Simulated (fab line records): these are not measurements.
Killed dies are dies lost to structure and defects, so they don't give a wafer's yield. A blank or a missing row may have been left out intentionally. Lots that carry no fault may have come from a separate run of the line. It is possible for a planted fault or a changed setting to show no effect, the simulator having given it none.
fab line records | flow rit_cmos
record lots=15 | wafers=45 | last_day=7
route steps=202 shown FOX2@24 NRETRO@59 PRETRO@73 M1@202
lots that met no fault: from a run of the same line without faults
start_h: start of the lot's first displayed wafer, in hours after the record's first day | wait_h: how many hours have passed since the lot's step before this one | " identical to the entry in the row above | L1.1+2: a row that stands for several wafers | - either no value or no given start | * or withheld: withheld | < > ~ a bound
route shown NAME@n: names a module that has steps shown in the file, with the first one's number in the route | usual: mean/standard deviation taken from wafers without a fault | same: alike in all rows | chamber/n: place in a boat | sites: the reading at each site | _std_site: standard deviation across them | _edge_site: the outer-site mean with the inner-site mean subtracted | radius_mm: how far each site lies from the wafer's centre | mask NAME#n: copy n | behind: the most recent tool/chamber to have shaped the wafer | hold: why the lot was held/for how many hours/how that ended | device: names the non-switching transistor (n, p or np) | end of line: the route-end tests of the same wafers | a step with no rows: only its recipe | killed: count of dies lost to structure and defects at first sort (not the wafer's yield) | map: dies across one wafer; x = killed, . = not, _ = none there
set.NAME: the setting that was run; set.NAME@STEP: the one run at that earlier step | model.NAME: the simulator's own value behind a step, which no gauge read
route steps across a sampled set of lots; one table per step, one row per wafer
services: the hour from which a tool's chamber was out of use, counted from the record's first day as start_h (under 0 if before that day), plus the number of hours and why
## steps
# step RIT_FOX2_THK_MEAS_01
# recipe reads=SiO2_of_FOX2_OXIDATION_00
# usual FOX2_OXIDE_THK=353/6.4
lot.wafer | tool          | chamber | start_h | wait_h | FOX2_OXIDE_THK[nm]
L298.2    | film_metro-03 | -       | 27.47   | 0.0    | 350
L298.4    | "             | -       | "       | "      | 346
L298.6    | "             | -       | "       | "      | 349
L299.3    | film_metro-02 | -       | 27.48   | 0.0    | 346
L299.4    | "             | -       | "       | "      | 350
L299.5    | "             | -       | "       | "      | 352
L300.3    | film_metro-01 | -       | 35.75   | 0.0    | 352
L300.4    | "             | -       | "       | "      | 351
L300.6    | "             | -       | "       | "      | 348
L301.1    | film_metro-01 | -       | 37.04   | 0.0    | 353
L301.2    | "             | -       | "       | "      | 351
L301.3    | "             | -       | "       | "      | 351
L304.3    | film_metro-01 | -       | 50.77   | 0.0    | 366
L304.4    | "             | -       | "       | "      | 359
L304.5    | "             | -       | "       | "      | 355
L305.1    | film_metro-01 | -       | 58.78   | 0.0    | 346
L305.2    | "             | -       | "       | "      | 347
L305.5    | "             | -       | "       | "      | 348
L306.1    | film_metro-03 | -       | 63.96   | 0.0    | 343
L306.3    | "             | -       | "       | "      | 346
L306.6    | "             | -       | "       | "      | 353
L312.1    | film_metro-02 | -       | 91.51   | 0.0    | 351
L312.3    | "             | -       | "       | "      | 359
L312.6    | "             | -       | "       | "      | 356
L313.1    | film_metro-01 | -       | 100.18  | 0.0    | 341
L313.5    | "             | -       | "       | "      | 341
L313.6    | "             | -       | "       | "      | 341
L314.1    | film_metro-01 | -       | 106.14  | 0.0    | 347
L314.4    | "             | -       | "       | "      | 352
L314.6    | "             | -       | "       | "      | 348
L315.2    | film_metro-01 | -       | 107.46  | 0.0    | 356
L315.3    | "             | -       | "       | "      | 358
L315.5    | "             | -       | "       | "      | 353
L316.2    | film_metro-02 | -       | 113.48  | 0.0    | 350
L316.3    | "             | -       | "       | "      | 352
L316.6    | "             | -       | "       | "      | 354
L317.4    | film_metro-01 | -       | 117.20  | 0.0    | 359
L317.5    | "             | -       | "       | "      | 354
L317.6    | "             | -       | "       | "      | 354
L319.2    | film_metro-03 | -       | 126.15  | 0.0    | 344
L319.5    | "             | -       | "       | "      | 341
L319.6    | "             | -       | "       | "      | 343
L320.4    | film_metro-03 | -       | 131.86  | 0.0    | 360
L320.5    | "             | -       | "       | "      | 357
L320.6    | "             | -       | "       | "      | 357
# step RIT_FOX2_THK_MEAS_90
# recipe reads=SiO2_of_FOX2_OXIDATION_00
# usual FIELD_OXIDE_LEFT_1_THK=326/6.4
lot.wafer | tool          | chamber | start_h | wait_h | FIELD_OXIDE_LEFT_1_THK[nm]
L298.2    | film_metro-01 | -       | 28.35   | 0.0    | 322
L298.4    | "             | -       | "       | "      | 318
L298.6    | "             | -       | "       | "      | 321
L299.3    | film_metro-02 | -       | 28.36   | 0.0    | 319
L299.4    | "             | -       | "       | "      | 322
L299.5    | "             | -       | "       | "      | 325
L300.3    | film_metro-02 | -       | 36.69   | 0.0    | 324
L300.4    | "             | -       | "       | "      | 323
L300.6    | "             | -       | "       | "      | 321
L301.1    | film_metro-03 | -       | 37.92   | 0.0    | 326
L301.2    | "             | -       | "       | "      | 324
L301.3    | "             | -       | "       | "      | 324
L304.3    | film_metro-01 | -       | 52.55   | 0.0    | 339
L304.4    | "             | -       | "       | "      | 332
L304.5    | "             | -       | "       | "      | 328
L305.1    | film_metro-03 | -       | 59.74   | 0.0    | 318
L305.2    | "             | -       | "       | "      | 319
L305.5    | "             | -       | "       | "      | 320
L306.1    | film_metro-01 | -       | 67.11   | 0.0    | 315
L306.3    | "             | -       | "       | "      | 319
L306.6    | "             | -       | "       | "      | 326
L312.1    | film_metro-01 | -       | 92.38   | 0.0    | 323
L312.3    | "             | -       | "       | "      | 332
L312.6    | "             | -       | "       | "      | 328
L313.1    | film_metro-03 | -       | 101.06  | 0.0    | 314
L313.5    | "             | -       | "       | "      | 314
L313.6    | "             | -       | "       | "      | 314
L314.1    | film_metro-03 | -       | 107.02  | 0.0    | 320
L314.4    | "             | -       | "       | "      | 325
L314.6    | "             | -       | "       | "      | 321
L315.2    | film_metro-01 | -       | 108.41  | 0.0    | 329
L315.3    | "             | -       | "       | "      | 331
L315.5    | "             | -       | "       | "      | 326
L316.2    | film_metro-01 | -       | 114.43  | 0.0    | 324
L316.3    | "             | -       | "       | "      | 325
L316.6    | "             | -       | "       | "      | 327
L317.4    | film_metro-03 | -       | 118.14  | 0.0    | 331
L317.5    | "             | -       | "       | "      | 327
L317.6    | "             | -       | "       | "      | 326
L319.2    | film_metro-02 | -       | 127.78  | 0.0    | 317
L319.5    | "             | -       | "       | "      | 314
L319.6    | "             | -       | "       | "      | 316
L320.4    | film_metro-03 | -       | 132.81  | 0.0    | 333
L320.5    | "             | -       | "       | "      | 330
L320.6    | "             | -       | "       | "      | 330
# step RIT_NRETRO_OVL_MEAS_06
# usual NRETRO_OVL=-0.8/1.5
lot.wafer | tool       | chamber | start_h | wait_h | NRETRO_OVL[nm]
L298.2    | overlay-02 | -       | 40.21   | -      | -0.3
L298.4    | "          | -       | "       | "      | -0.7
L298.6    | "          | -       | "       | "      | -1.2
L299.3    | overlay-01 | -       | 40.59   | -      | 1.6
L299.4    | "          | -       | "       | "      | -1.0
L299.5    | "          | -       | "       | "      | -1.5
L300.3    | overlay-02 | -       | 46.56   | -      | -2.3
L300.4    | "          | -       | "       | "      | -2.8
L300.6    | "          | -       | "       | "      | -2.0
L301.1    | overlay-02 | -       | 49.18   | -      | -0.4
L301.2    | "          | -       | "       | "      | 0.6
L301.3    | "          | -       | "       | "      | 0.6
L304.3    | overlay-01 | -       | 63.99   | -      | -3.5
L304.4    | "          | -       | "       | "      | -1.0
L304.5    | "          | -       | "       | "      | -2.5
L305.1    | overlay-02 | -       | 70.19   | -      | 0.9
L305.2    | "          | -       | "       | "      | 2.8
L305.5    | "          | -       | "       | "      | 1.9
L306.1    | overlay-01 | -       | 78.29   | -      | -4.0
L306.3    | "          | -       | "       | "      | -2.4
L306.6    | "          | -       | "       | "      | -4.0
L312.1    | overlay-01 | -       | 104.34  | -      | -0.4
L312.3    | "          | -       | "       | "      | -1.8
L312.6    | "          | -       | "       | "      | -1.3
L313.1    | overlay-02 | -       | 111.58  | -      | 1.3
L313.5    | "          | -       | "       | "      | 0.1
L313.6    | "          | -       | "       | "      | -0.5
L314.1    | overlay-02 | -       | 116.87  | -      | -0.5
L314.4    | "          | -       | "       | "      | 0.3
L314.6    | "          | -       | "       | "      | 0.4
L315.2    | overlay-01 | -       | 118.56  | -      | 1.8
L315.3    | "          | -       | "       | "      | 0.6
L315.5    | "          | -       | "       | "      | 0.1
L316.2    | overlay-01 | -       | 124.42  | -      | -2.0
L316.3    | "          | -       | "       | "      | -1.3
L316.6    | "          | -       | "       | "      | -3.8
L317.4    | overlay-02 | -       | 129.52  | -      | -0.5
L317.5    | "          | -       | "       | "      | 0.4
L317.6    | "          | -       | "       | "      | 1.1
L319.2    | overlay-02 | -       | 138.29  | -      | -1.1
L319.5    | "          | -       | "       | "      | 1.1
L319.6    | "          | -       | "       | "      | -1.6
L320.4    | overlay-01 | -       | 143.51  | -      | -1.1
L320.5    | "          | -       | "       | "      | 0.5
L320.6    | "          | -       | "       | "      | 0.0
# step RIT_PRETRO_STRIP_09
# recipe chemistry=O2 | time_s=180 | resist=NOVOLAK | platen_temp_c=withheld | power_w=500 | pressure_mtorr=4000 | o2_flow_sccm=4000
# usual chamber_pressure_mTorr=4001/3.8 | drypump_motor_current_A=5.9/0.49
lot.wafer | tool            | chamber | start_h | wait_h | chamber_pressure_mTorr | drypump_motor_current_A | rf_hours_counter_h
L298.2    | plasma_asher-04 | 1       | 42.44   | 0.1    | 4000                   | 6.0                     | 40
L298.4    | "               | 1       | "       | "      | 3996                   | 6.0                     | -
L298.6    | "               | 1       | "       | "      | 4003                   | 6.0                     | -
L299.3    | plasma_asher-03 | 1       | 42.95   | 0.1    | 3999                   | 5.1                     | -
L299.4    | "               | 0       | "       | "      | 4004                   | 5.2                     | -
L299.5    | "               | 1       | "       | "      | 4005                   | 5.1                     | -
L300.3    | plasma_asher-04 | 0       | 48.65   | 0.1    | 4008                   | 6.0                     | -
L300.4    | "               | 1       | "       | "      | 4004                   | 6.0                     | -
L300.6    | "               | 1       | "       | "      | 3994                   | 6.0                     | -
L301.1    | plasma_asher-04 | 0       | 51.44   | 0.1    | 4001                   | 6.0                     | 43
L301.2    | "               | 1       | "       | "      | 4001                   | 6.0                     | 43
L301.3    | "               | 1       | "       | "      | 3998                   | 6.0                     | -
L304.3    | plasma_asher-04 | 0       | 66.19   | 0.1    | 3999                   | 6.0                     | -
L304.4    | "               | 1       | "       | "      | 4001                   | 6.0                     | -
L304.5    | "               | 1       | "       | "      | 4001                   | 6.0                     | -
L305.1    | plasma_asher-02 | 0       | 72.25   | 0.1    | 4002                   | 6.4                     | 43
L305.2    | "               | 1       | "       | "      | 3999                   | 6.4                     | 43
L305.5    | "               | 0       | "       | "      | 4004                   | 6.4                     | -
L306.1    | plasma_asher-02 | 0       | 80.40   | 0.1    | 4005                   | 6.5                     | 44
L306.3    | "               | 1       | "       | "      | 3996                   | 6.4                     | -
L306.6    | "               | 1       | "       | "      | 4000                   | 6.4                     | -
L312.1    | plasma_asher-03 | 0       | 106.33  | 0.1    | -                      | -                       | -
L312.3    | "               | 0       | "       | "      | -                      | -                       | -
L312.6    | "               | 1       | "       | "      | -                      | -                       | -
L313.1    | plasma_asher-03 | 0       | 113.74  | 0.1    | -                      | -                       | -
L313.5    | "               | 0       | "       | "      | -                      | -                       | -
L313.6    | "               | 1       | "       | "      | -                      | -                       | -
L314.1    | plasma_asher-04 | 0       | 119.00  | 0.1    | -                      | -                       | -
L314.4    | "               | 0       | "       | "      | -                      | -                       | -
L314.6    | "               | 1       | "       | "      | -                      | -                       | -
L315.2    | plasma_asher-03 | 1       | 120.87  | 0.1    | 4006                   | 5.1                     | 34
L315.3    | "               | 1       | "       | "      | 4002                   | 5.1                     | -
L315.5    | "               | 1       | "       | "      | 3997                   | 5.1                     | -
L316.2    | plasma_asher-04 | 1       | 126.53  | 0.1    | 3998                   | 5.9                     | 1
L316.3    | "               | 0       | "       | "      | 4006                   | 6.0                     | -
L316.6    | "               | 0       | "       | "      | 4001                   | 6.0                     | -
L317.4    | plasma_asher-03 | 1       | 131.68  | 0.1    | 4000                   | 5.1                     | -
L317.5    | "               | 0       | "       | "      | 3996                   | 5.2                     | -
L317.6    | "               | 1       | "       | "      | 4001                   | 5.1                     | -
L319.2    | plasma_asher-04 | 1       | 140.28  | 0.1    | 3999                   | 6.0                     | 3
L319.5    | "               | 0       | "       | "      | 3996                   | 6.0                     | -
L319.6    | "               | 1       | "       | "      | 3999                   | 6.0                     | -
L320.4    | plasma_asher-04 | 0       | 145.54  | 0.1    | 4004                   | 6.0                     | -
L320.5    | "               | 0       | "       | "      | 4003                   | 6.0                     | -
L320.6    | "               | 1       | "       | "      | 4003                   | 6.0                     | -
# step RIT_M1_PROBE_99
# usual killed_at_contacts=0.1/0.23 | killed_at_front_end=6.6/2.8 | killed_dies=6.6/2.8 | killed_on_rim=1.8/1.4 | killed_open=3.3/2 | killed_short=3.2/1.7
# same gross_dies=264 | killed_at_M0_to_M3=0 | killed_at_M4_up=0 | killed_at_back_side=0 | killed_at_other=0
lot.wafer | tool      | chamber | start_h | wait_h | hold                   | killed_at_contacts | killed_at_front_end | killed_dies | killed_on_rim | killed_open | killed_short
L298.2    | prober-02 | -       | 72.59   | 0.1    | -                      | 0                  | 4                   | 4           | 1             | 2           | 2
L298.4    | prober-02 | -       | 72.69   | 0.2    | -                      | 0                  | 6                   | 6           | 1             | 3           | 3
L298.6    | prober-02 | -       | 72.79   | 0.2    | -                      | 0                  | 3                   | 3           | 0             | 3           | 0
L299.3    | prober-01 | -       | 75.01   | 0.2    | -                      | 0                  | 4                   | 4           | 2             | 1           | 3
L299.4    | prober-01 | -       | 75.06   | 0.2    | -                      | 0                  | 3                   | 3           | 0             | 2           | 1
L299.5    | prober-01 | -       | 75.11   | 0.2    | -                      | 0                  | 7                   | 7           | 3             | 3           | 4
L300.3    | prober-02 | -       | 76.51   | 0.2    | -                      | 0                  | 4                   | 4           | 2             | 1           | 3
L300.4    | prober-02 | -       | 76.56   | 0.2    | -                      | 0                  | 2                   | 2           | 0             | 2           | 0
L300.6    | prober-02 | -       | 76.66   | 0.2    | -                      | 0                  | 5                   | 5           | 1             | 3           | 2
L301.1    | prober-01 | -       | 79.68   | 0.1    | -                      | 1                  | 8                   | 9           | 1             | 3           | 6
L301.2    | prober-01 | -       | 79.73   | 0.1    | -                      | 0                  | 2                   | 2           | 0             | 2           | 0
L301.3    | prober-01 | -       | 79.78   | 0.2    | -                      | 0                  | 4                   | 4           | 2             | 4           | 0
L304.3    | prober-02 | -       | 91.85   | 0.2    | -                      | 0                  | 4                   | 4           | 0             | 0           | 3
L304.4    | prober-02 | -       | 91.90   | 0.2    | -                      | 0                  | 7                   | 7           | 1             | 4           | 3
L304.5    | prober-02 | -       | 91.95   | 0.2    | -                      | 0                  | 13                  | 13          | 3             | 6           | 6
L305.1    | prober-01 | -       | 102.93  | 0.1    | -                      | 0                  | 6                   | 6           | 3             | 3           | 3
L305.2    | prober-01 | -       | 102.98  | 0.1    | -                      | 0                  | 5                   | 5           | 1             | 3           | 2
L305.5    | prober-01 | -       | 103.13  | 0.2    | -                      | 0                  | 9                   | 9           | 1             | 5           | 4
L306.1    | prober-01 | -       | 109.18  | 0.1    | -                      | 0                  | 1                   | 1           | 0             | 1           | 0
L306.3    | prober-01 | -       | 109.28  | 0.2    | -                      | 0                  | 7                   | 7           | 2             | 2           | 4
L306.6    | prober-01 | -       | 109.43  | 0.2    | -                      | 0                  | 5                   | 5           | 1             | 1           | 4
L313.1    | prober-01 | -       | 142.75  | 1.9    | await_dispo/2.2h/scrap | 0                  | 264                 | 264         | 70            | 5           | 2
L313.5    | prober-01 | -       | 142.95  | 2.0    | await_dispo/2.2h/scrap | 0                  | 264                 | 264         | 70            | 2           | 1
L313.6    | prober-01 | -       | 143.00  | 2.0    | await_dispo/2.2h/scrap | 0                  | 264                 | 264         | 70            | 3           | 2
L312.1    | prober-02 | -       | 144.29  | 8.7    | await_dispo/3.1h/scrap | 0                  | 264                 | 264         | 70            | 3           | 4
L312.3    | prober-02 | -       | 144.39  | 8.8    | await_dispo/3.1h/scrap | 1                  | 263                 | 264         | 70            | 3           | 1
L312.6    | prober-02 | -       | 144.54  | 8.8    | await_dispo/3.1h/scrap | 0                  | 264                 | 264         | 70            | 7           | 4
L315.2    | prober-01 | -       | 149.22  | 0.1    | -                      | 0                  | 1                   | 1           | 1             | 0           | 1
L315.3    | prober-01 | -       | 149.27  | 0.2    | -                      | 0                  | 5                   | 5           | 2             | 3           | 2
L315.5    | prober-01 | -       | 149.37  | 0.2    | -                      | 1                  | 4                   | 5           | 3             | 3           | 2
L314.1    | prober-02 | -       | 151.35  | 4.5    | await_dispo/4.8h/scrap | 0                  | 264                 | 264         | 70            | 3           | 5
L314.4    | prober-02 | -       | 151.50  | 4.6    | await_dispo/4.8h/scrap | 0                  | 264                 | 264         | 70            | 5           | 5
L314.6    | prober-02 | -       | 151.60  | 4.6    | await_dispo/4.8h/scrap | 0                  | 264                 | 264         | 70            | 11          | 3
L316.2    | prober-02 | -       | 156.16  | 0.1    | -                      | 0                  | 6                   | 6           | 4             | 3           | 3
L316.3    | prober-02 | -       | 156.21  | 0.2    | -                      | 0                  | 6                   | 6           | 1             | 2           | 4
L316.6    | prober-02 | -       | 156.36  | 0.2    | -                      | 0                  | 11                  | 11          | 1             | 3           | 7
L317.4    | prober-01 | -       | 157.76  | 0.2    | -                      | 0                  | 7                   | 7           | 1             | 4           | 2
L317.5    | prober-01 | -       | 157.81  | 0.2    | -                      | 0                  | 6                   | 6           | 3             | 2           | 4
L317.6    | prober-01 | -       | 157.86  | 0.2    | -                      | 0                  | 6                   | 6           | 1             | 5           | 1
L319.2    | prober-01 | -       | 168.17  | 0.1    | -                      | 0                  | 5                   | 5           | 3             | 3           | 2
L319.5    | prober-01 | -       | 168.32  | 0.2    | -                      | 0                  | 7                   | 7           | 2             | 4           | 3
L319.6    | prober-01 | -       | 168.37  | 0.2    | -                      | 0                  | 10                  | 10          | 3             | 4           | 6
L320.4    | prober-02 | -       | 173.09  | 0.2    | -                      | 0                  | 9                   | 9           | 3             | 5           | 4
L320.5    | prober-02 | -       | 173.14  | 0.2    | -                      | 0                  | 7                   | 7           | 1             | 4           | 3
L320.6    | prober-02 | -       | 173.19  | 0.2    | -                      | 0                  | 6                   | 6           | 1             | 3           | 3
# killed by level:class
L298.2 REOX:geometric_particle:open=2 GATE:geometric_particle:short=1 SPACER:geometric_particle:short=1
L298.4 SPACER:geometric_particle:short=2 FOX1:geometric_particle:open=1 GATE:geometric_particle:open=1 SPACER:geometric_particle:open=1 GATE:geometric_particle:short=1
L298.6 SPACER:geometric_particle:open=2 FOX1:geometric_particle:open=1
L299.3 FOX1:geometric_particle:open=1 FOX1:geometric_particle:short=1 FOX2:geometric_particle:short=1 GATE:geometric_particle:short=1
L299.4 ACTIVE:geometric_particle:open=1 GATE:geometric_particle:short=1 SPACER:geometric_particle:open=1
L299.5 SPACER:geometric_particle:short=3 GATE:geometric_particle:open=2 FOX2:geometric_particle:open=1 SILICIDE:geometric_particle:short=1
L300.3 GATE:geometric_particle:short=2 GATE:geometric_particle:open=1 SPACER:geometric_particle:short=1
L300.4 GATE:geometric_particle:open=1 SPACER:geometric_particle:open=1
L300.6 GATE:geometric_particle:open=2 GATE:geometric_particle:short=1 SPACER:geometric_particle:short=1 SPACER:geometric_particle:open=1
L301.1 FOX2:geometric_particle:short=2 FOX1:geometric_particle:short=1 GATE:geometric_particle:short=1 GATE:geometric_particle:open=1 REOX:geometric_particle:open=1 SPACER:geometric_particle:short=1 SILICIDE:geometric_particle:short=1 CONTACT:geometric_particle:open=1
L301.2 REOX:geometric_particle:open=1 SPACER:geometric_particle:open=1
L301.3 REOX:geometric_particle:open=2 ACTIVE:geometric_particle:open=1 SILICIDE:geometric_particle:open=1
L304.3 FOX1:geometric_particle:short=2 REOX:geometric_particle:short=1 ACTIVE:coat_microbubble_printed=1
L304.4 FOX1:geometric_particle:short=2 FOX2:geometric_particle:open=2 FOX1:geometric_particle:open=1 SPACER:geometric_particle:short=1 SILICIDE:geometric_particle:open=1
L304.5 FOX1:geometric_particle:open=5 GATE:geometric_particle:short=3 FOX1:geometric_particle:short=1 GATE:geometric_particle:open=1 SPACER:geometric_particle:short=1 SILICIDE:geometric_particle:short=1 ACTIVE:coat_microbubble_printed=1
L305.1 GATE:geometric_particle:open=2 FOX1:geometric_particle:short=1 FOX2:geometric_particle:short=1 GATE:geometric_particle:short=1 SILICIDE:geometric_particle:open=1
L305.2 GATE:geometric_particle:open=3 GATE:geometric_particle:short=2
L305.5 GATE:geometric_particle:open=3 GATE:geometric_particle:short=2 FOX1:geometric_particle:short=1 FOX1:geometric_particle:open=1 SILICIDE:geometric_particle:open=1 SILICIDE:geometric_particle:short=1
L306.1 FOX2:geometric_particle:open=1
L306.3 FOX1:geometric_particle:short=2 FOX1:geometric_particle:open=1 REOX:geometric_particle:short=1 SPACER:geometric_particle:open=1 SILICIDE:geometric_particle:short=1 PSD:coat_microbubble_printed=1
L306.6 GATE:geometric_particle:short=2 SILICIDE:geometric_particle:short=2 REOX:geometric_particle:open=1
L313.1 GATE:area_oxidation=257 GATE:geometric_particle:open=3 GATE:geometric_particle:short=2 SPACER:geometric_particle:open=1 SILICIDE:geometric_particle:open=1
L313.5 GATE:area_oxidation=261 FOX1:geometric_particle:open=1 FOX1:geometric_particle:short=1 GATE:geometric_particle:open=1
L313.6 GATE:area_oxidation=258 REOX:geometric_particle:open=2 GATE:geometric_particle:short=1 REOX:geometric_particle:short=1 SPACER:geometric_particle:open=1 NSD:coat_microbubble_printed=1
L312.1 GATE:area_oxidation=257 GATE:geometric_particle:open=3 FOX1:geometric_particle:short=2 REOX:geometric_particle:short=2
L312.3 GATE:area_oxidation=260 FOX2:geometric_particle:open=1 GATE:geometric_particle:open=1 REOX:geometric_particle:short=1 CONTACT:geometric_particle:open=1
L312.6 GATE:area_oxidation=253 GATE:geometric_particle:short=4 GATE:geometric_particle:open=4 FOX2:geometric_particle:open=2 FOX1:geometric_particle:open=1
L315.2 REOX:geometric_particle:short=1
L315.3 FOX1:geometric_particle:short=1 REOX:geometric_particle:open=1 REOX:geometric_particle:short=1 SPACER:geometric_particle:open=1 SILICIDE:geometric_particle:open=1
L315.5 FOX1:geometric_particle:open=1 GATE:geometric_particle:short=1 REOX:geometric_particle:short=1 SPACER:geometric_particle:open=1 CONTACT:geometric_particle:open=1
L314.1 GATE:area_oxidation=255 GATE:geometric_particle:open=2 REOX:geometric_particle:short=2 FOX1:geometric_particle:short=1 GATE:geometric_particle:short=1 REOX:geometric_particle:open=1 SPACER:geometric_particle:short=1 NLDD:coat_microbubble_printed=1
L314.4 GATE:area_oxidation=254 GATE:geometric_particle:short=3 FOX1:geometric_particle:open=2 GATE:geometric_particle:open=2 REOX:geometric_particle:short=2 REOX:geometric_particle:open=1
L314.6 GATE:area_oxidation=249 GATE:geometric_particle:open=8 FOX1:geometric_particle:open=2 GATE:geometric_particle:short=2 SILICIDE:geometric_particle:short=1 SILICIDE:geometric_particle:open=1 NWELL:coat_microbubble_printed=1
L316.2 GATE:geometric_particle:open=2 FOX1:geometric_particle:open=1 FOX1:geometric_particle:short=1 GATE:geometric_particle:short=1 SPACER:geometric_particle:short=1
L316.3 SILICIDE:geometric_particle:short=2 FOX1:geometric_particle:short=1 GATE:geometric_particle:open=1 SPACER:geometric_particle:open=1 SPACER:geometric_particle:short=1
L316.6 FOX1:geometric_particle:open=3 FOX1:geometric_particle:short=2 GATE:geometric_particle:short=2 REOX:geometric_particle:short=1 SPACER:geometric_particle:short=1 SILICIDE:geometric_particle:short=1 ACTIVE:coat_microbubble_printed=1
L317.4 FOX1:geometric_particle:open=3 FOX2:geometric_particle:short=1 GATE:geometric_particle:short=1 REOX:geometric_particle:open=1 PRETRO:coat_microbubble_printed=1
L317.5 FOX1:geometric_particle:short=1 GATE:geometric_particle:open=1 GATE:geometric_particle:short=1 REOX:geometric_particle:short=1 SPACER:geometric_particle:short=1 SILICIDE:geometric_particle:open=1
L317.6 FOX1:geometric_particle:open=3 SILICIDE:geometric_particle:open=2 GATE:geometric_particle:short=1
L319.2 GATE:geometric_particle:open=2 FOX1:geometric_particle:short=1 SPACER:geometric_particle:open=1 SPACER:geometric_particle:short=1
L319.5 GATE:geometric_particle:open=3 GATE:geometric_particle:short=2 FOX1:geometric_particle:short=1 SPACER:geometric_particle:open=1
L319.6 SPACER:geometric_particle:open=3 GATE:geometric_particle:short=2 FOX1:geometric_particle:short=1 GATE:geometric_particle:open=1 REOX:geometric_particle:short=1 SPACER:geometric_particle:short=1 SILICIDE:geometric_particle:short=1
L320.4 GATE:geometric_particle:open=3 GATE:geometric_particle:short=3 FOX2:geometric_particle:open=1 REOX:geometric_particle:open=1 REOX:geometric_particle:short=1
L320.5 GATE:geometric_particle:short=2 REOX:geometric_particle:open=2 GATE:geometric_particle:open=1 REOX:geometric_particle:short=1 SILICIDE:geometric_particle:open=1
L320.6 GATE:geometric_particle:open=2 GATE:geometric_particle:short=1 REOX:geometric_particle:open=1 REOX:geometric_particle:short=1 SPACER:geometric_particle:short=1
## services
tool            | chamber | start_h | hours | kind
plasma_asher-02 | -       | 39.84   | 14.4  | repair
plasma_asher-02 | -       | 47.53   | 0.5   | repair
plasma_asher-03 | -       | 52.89   | 14.6  | pm
plasma_asher-04 | -       | 108.75  | 9.0   | pm
plasma_asher-04 | 0       | 108.75  | 9.0   | vent_cycle
plasma_asher-04 | 1       | 108.75  | 9.0   | vent_cycle
plasma_asher-04 | 0       | 117.75  | -     | clean
plasma_asher-04 | 1       | 117.75  | -     | clean
plasma_asher-02 | -       | 121.22  | 0.5   | repair
## key
first_sign step=RIT_PRETRO_STRIP_09 | reading=tool_record | direction=missing
effect step=RIT_M1_PROBE_99 | reading=killed_at_front_end | direction=up | sigmas=92 | usual=6.6 | struck=263.9
more_kills_born_at RIT_GATE_OXIDATION_05@furnace-03=2304
met_at RIT_PRETRO_STRIP_09
struck_lots L312,L313,L314
later_rows_left_out L312.1,L312.3,L312.6,L313.1,L313.5,L313.6,L314.1,L314.4,L314.6
tester_left_out L312,L313,L314
not_acting_at RIT_FOX2_THK_MEAS_01,RIT_FOX2_THK_MEAS_90,RIT_NRETRO_OVL_MEAS_06
onset_between 66.19 106.33
fault kind=skipped_step_whole | tool=plasma_asher-03,plasma_asher-04 | chamber=- | onset_h=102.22 | steps=RIT_PRETRO_STRIP_09 | scope=struck_lots_only
# tester_left_out: of these lots the tester's yield and bins aren't shown, on N5 and GAA mostly nor the transistor test; their killed dies are dies lost to structure and defects alone, not to doping, threshold or leakage, so they don't give the yield
# later_rows_left_out: the simulator's readings of these wafers behind a module that went badly wrong aren't trusted and aren't shown, but for the sort
